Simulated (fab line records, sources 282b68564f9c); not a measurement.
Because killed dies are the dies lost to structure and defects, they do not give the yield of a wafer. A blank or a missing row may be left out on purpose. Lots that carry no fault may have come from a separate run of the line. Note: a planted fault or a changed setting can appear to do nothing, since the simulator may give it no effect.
A struck lot beside a sound one	flow rit-cmos	36 steps out of a route of 202
Sound: the wafers L546.1, L546.3, L546.4. Struck: wafer L553.3 (left out: L553.2, L553.5 of the same lot, which were not struck); the cause appears at the end.
Each step with rows lists, per side, the tool, then ch with its chambers, then its first start. Under that, the readings that differ: sound wafers	struck wafers	difference of the means	sigmas: that difference in standard deviations of wafers without a fault.
alike: readings with means less than 2 such deviations apart, plus words and numbers identical on both sides. not compared: withheld readings, readings lacking a value on some wafer, bounds such as >300 that could conceal the same value, and numbers that have no deviation in the record and whose values overlap.
A row with sigmas, a row that says differs or no value, or rows on one side alone: a step with any of these is where the two part. Numbers that have no deviation but don't overlap get no sigmas and don't part them. Lack of a reading on every wafer of one side parts them only where that side has two or more wafers.

RIT_SILICIDE_RTA_06: time 10 s, ramp up 5 s, ramp down 10 s.
  sound on rtp-anneal-01 ch 0, day 4 19:42; struck on rtp-anneal-02 ch 0, day 6 06:20
  alike: wafer_temp_C_max
RIT_CONTACT_CVD_00: deposits SiO2 from TEOS, target thk 400 nm, time 63.48 s.
  sound on pecvd-03 ch 0,1,2, day 4 19:46; struck on pecvd-02 ch 1, day 6 06:24
  alike: heater-power-w
RIT_CONTACT_THK_MEAS_01:
  sound: film-metro-02 at day 4 19:49; struck: film-metro-04 at day 6 06:28
  alike: CONTACT_TEOS_THK
then, 6 steps without rows for these wafers: RIT_CONTACT_HMDS_02 (prime time 60 s); RIT_CONTACT_COAT_03 (resist thk 1000 nm); RIT_CONTACT_SOFTBAKE_04 (time 60 s); RIT_CONTACT_EXPOSE_05 (exposes mask M11, target cd 1000 nm); RIT_CONTACT_PEB_06; RIT_CONTACT_DEVELOP_07 (develop time 120 s).
RIT_CONTACT_CD_MEAS_08: target cd 1000 nm.
  sound: cd-sem-02 at day 4 20:51; struck: cd-sem-02 at day 6 07:29
reading	sound	struck	difference	sigmas
cd-nm (nm)	1002.8 1002.5 1002.0	996.5	-5.9	-2
RIT_CONTACT_OVL_MEAS_09:
  sound: overlay-02 at day 4 20:58; struck: overlay-01 at day 6 07:36
  alike: CONTACT_OVL
then, 1 step without rows for these wafers: RIT_CONTACT_HARDBAKE_10 (time 60 s).
RIT_CONTACT_ETCH_11: etches SiO2 in CHF3/CF4/Ar, stops on TiSi2, target depth 480 nm, time 320 s.
  sound on rie-diel-03 ch 0,3, day 4 21:09; struck on rie-diel-04 ch 1, day 6 07:47
reading	sound	struck	difference	sigmas
drypump-motor-current-A (A)	5.6 4.8 4.9	6.2	+1.1	+3
  alike: oes-product-au, throttle-valve-pct
  not compared: rf-hours-counter-h
then, 1 step without rows for these wafers: RIT_CONTACT_STRIP_12 (strips in O2, time 180 s).
RIT_CONTACT_CD_MEAS_90: target cd 1000 nm.
  sound: cd-sem-01 at day 4 21:31; struck: cd-sem-02 at day 6 08:10
reading	sound	struck	difference	sigmas
cd-nm (nm)	1003.3 1002.7 1002.3	996.0	-6.8	-3
then, 2 steps without rows for these wafers: RIT_CONTACT_CLEAN_13 (cleans in SC1, time 600 s); RIT_CONTACT_CLEAN_14 (cleans in SC2, time 600 s).
RIT_M1_SPUTTER_00: material Al, target thk 400 nm, time 500 s.
  sound: pvd-sputter-01 at day 4 22:01; struck: pvd-sputter-02 at day 6 08:37
  alike: throttle-valve-pct
RIT_M1_RS_MEAS_01: the measuring method here is four-point-probe.
  sound: film-metro-01 at day 4 22:18; struck: film-metro-01 at day 6 08:56
  alike: M1_AL_RS
RIT_M1_THK_MEAS_02: measures by xrf.
  sound: film-metro-01 at day 4 22:25; struck: film-metro-01 at day 6 09:02
  alike: M1_AL_THK
then, 6 steps without rows for these wafers: RIT_M1_HMDS_03 (prime time 60 s); RIT_M1_COAT_04 (resist thk 1325 nm); RIT_M1_SOFTBAKE_05 (time 60 s); RIT_M1_EXPOSE_06 (exposes mask M12, target cd 2600 nm); RIT_M1_PEB_07; RIT_M1_DEVELOP_08 (develop time 68 s).
RIT_M1_CD_MEAS_09: target cd 2600 nm.
  sound: cd-sem-01 at day 4 23:22; struck: cd-sem-01 at day 6 10:07
  alike: cd-nm
RIT_M1_OVL_MEAS_10:
  sound: overlay-01 at day 4 23:29; struck: overlay-01 at day 6 10:14
  alike: M1_OVL
then, 1 step without rows for these wafers: RIT_M1_HARDBAKE_11 (time 120 s).
RIT_M1_METAL_ETCH_12: etches Al in Cl2/BCl3, stops on SiO2, time 165 s, target depth 600 nm.
  sound on rie-metal-02 ch 0,1, day 4 23:46; struck on rie-metal-04 ch 0, day 6 10:31
reading	sound	struck	difference	sigmas
drypump-motor-current-A (A)	5.1 5.6 5.1	6.0	+0.7	+2
oes-product-au (a.u.)	0.766 0.763 0.766	0.798	+0.033	+2
  alike: throttle-valve-pct
  not compared: rf-hours-counter-h
then, 1 step without rows for these wafers: RIT_M1_STRIP_13 (strips in nmp, time 616.9 s).
RIT_M1_STRIP_14: strips in O2, time 180 s.
  sound on plasma-asher-04 ch 0,1, day 5 00:06; struck on plasma-asher-03 ch 0, day 6 10:50
  alike: drypump-motor-current-A
  not compared: rf-hours-counter-h
RIT_M1_CD_MEAS_90: target cd 2600 nm.
  sound: cd-sem-01 at day 5 00:17; struck: cd-sem-02 at day 6 11:02
  alike: cd-nm
then, 1 step without rows for these wafers: RIT_M1_ANNEAL_15 (time 1800 s).
RIT_M1_BOW_MEAS_16:
  sound: film-metro-03 at day 5 01:54; struck: film-metro-01 at day 6 12:40
  alike: M1_BOW
RIT_M1_PROBE_99:
  sound: prober-02 at day 5 02:01; struck: prober-02 at day 6 12:52
reading	sound	struck	difference	sigmas
killed-at-contacts	0 0 0	43	+43	+99 or more
killed-at-front-end	5 11 6	1	-6	-2
killed-dies	5 11 6	44	+37	+13
killed-short	4 8 5	0	-6	-3
  alike: killed-open

## WHERE THEY PART
Earliest at RIT_CONTACT_CD_MEAS_08; latest, in this record, at RIT_M1_PROBE_99.

WHY: the cause the simulator had injected
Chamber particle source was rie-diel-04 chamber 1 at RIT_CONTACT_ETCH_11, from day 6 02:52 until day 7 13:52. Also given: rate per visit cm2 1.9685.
